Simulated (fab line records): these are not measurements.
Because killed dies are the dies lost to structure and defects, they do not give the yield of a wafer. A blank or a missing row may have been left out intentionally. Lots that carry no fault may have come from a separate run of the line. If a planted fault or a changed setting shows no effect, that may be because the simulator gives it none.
A sampling plan put to the test + flow rit-cmos + one line in one fab, 10 faults in these records, each fault weighed on the records of the lots it struck
Plan = the line's own looks (route steps where a gauge or an inspection reads the wafer without altering it). A look is open to judgement when struck wafers have a number at it and the file gives its usual mean and standard deviation on fault-free wafers. Caught: a look later than the fault's first step finds the struck wafers' mean 4 or more of those standard deviations (sigma) from the usual mean. On the tool: the test repeated on the tool's own readings taken at the fault's steps. Another recipe on the struck wafers, or a record that is blank for them alone, also counts as caught.

== THE FAULTS, as the simulator had put them in ==
1. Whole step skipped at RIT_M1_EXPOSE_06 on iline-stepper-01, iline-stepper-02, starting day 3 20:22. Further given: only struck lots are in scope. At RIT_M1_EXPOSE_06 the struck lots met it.
2. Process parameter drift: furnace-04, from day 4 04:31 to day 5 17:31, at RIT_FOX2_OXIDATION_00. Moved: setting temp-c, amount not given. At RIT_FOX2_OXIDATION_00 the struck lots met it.
3. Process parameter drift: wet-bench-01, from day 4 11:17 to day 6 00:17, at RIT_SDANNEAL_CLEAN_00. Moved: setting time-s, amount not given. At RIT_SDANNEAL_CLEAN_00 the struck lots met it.
4. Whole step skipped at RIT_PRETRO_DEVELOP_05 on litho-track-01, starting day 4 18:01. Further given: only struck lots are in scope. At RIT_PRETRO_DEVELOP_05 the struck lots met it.
5. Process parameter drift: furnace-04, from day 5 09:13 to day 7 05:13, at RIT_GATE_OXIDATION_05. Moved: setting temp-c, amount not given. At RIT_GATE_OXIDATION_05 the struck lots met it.
6. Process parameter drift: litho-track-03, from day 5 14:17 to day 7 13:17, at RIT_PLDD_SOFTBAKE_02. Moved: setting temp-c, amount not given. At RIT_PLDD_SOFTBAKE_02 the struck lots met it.
7. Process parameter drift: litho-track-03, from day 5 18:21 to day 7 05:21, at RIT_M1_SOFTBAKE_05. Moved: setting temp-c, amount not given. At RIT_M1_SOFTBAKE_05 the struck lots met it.
8. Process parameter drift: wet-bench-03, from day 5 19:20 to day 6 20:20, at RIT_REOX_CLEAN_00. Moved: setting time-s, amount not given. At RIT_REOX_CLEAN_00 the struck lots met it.
9. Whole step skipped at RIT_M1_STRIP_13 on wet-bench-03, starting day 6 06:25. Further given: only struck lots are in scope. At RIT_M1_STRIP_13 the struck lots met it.
10. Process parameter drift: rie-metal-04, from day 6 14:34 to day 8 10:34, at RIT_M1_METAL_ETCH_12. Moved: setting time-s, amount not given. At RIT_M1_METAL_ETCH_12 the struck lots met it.

== WHAT THE PLAN SAW ==
| fault | on the tool itself                               | first look that catches it                      | reading, sigma | median hours from its first step to that look | hours from the fault's start to the first struck lot there | judged looks passed uncaught |
|-------|--------------------------------------------------|-------------------------------------------------|----------------|-----------------------------------------------|------------------------------------------------------------|------------------------------|
| 1     | no reading that can be judged                    | no look after it can be judged                  | -              | -                                             | -                                                          | 0                            |
| 2     | spike-tc-centre-C +5.4 sigma                     | none of the 2 looks that can be judged after it | -              | -                                             | -                                                          | 2                            |
| 3     | run-length-s -27 sigma                           | no look after it can be judged                  | -              | -                                             | -                                                          | 0                            |
| 4     | the tool's record is blank for the struck wafers | no look after it can be judged                  | -              | -                                             | -                                                          | 0                            |
| 5     | tube-center-temp-C -59 sigma                     | no look after it can be judged                  | -              | -                                             | -                                                          | 0                            |
| 6     | heater-power-total-W -99 or beyond sigma         | no look after it can be judged                  | -              | -                                             | -                                                          | 0                            |
| 7     | heater-power-total-W +12 sigma                   | no look after it can be judged                  | -              | -                                             | -                                                          | 0                            |
| 8     | run-length-s -99 or beyond sigma                 | not the one look that can be judged after it    | -              | -                                             | -                                                          | 1                            |
| 9     | the tool's record is blank for the struck wafers | no look after it can be judged                  | -              | -                                             | -                                                          | 0                            |
| 10    | run-length-s -19 sigma                           | no look after it can be judged                  | -              | -                                             | -                                                          | 0                            |
Dash: fault not caught, or number not given in these records.

Caught at a look: 0 of 10. Caught on the tool: 9 of 10. By one or the other: 9 of 10.
Caught on the tool alone: faults 2, 3, 4, 5, 6, 7, 8, 9, 10.
Caught by neither: fault 1.
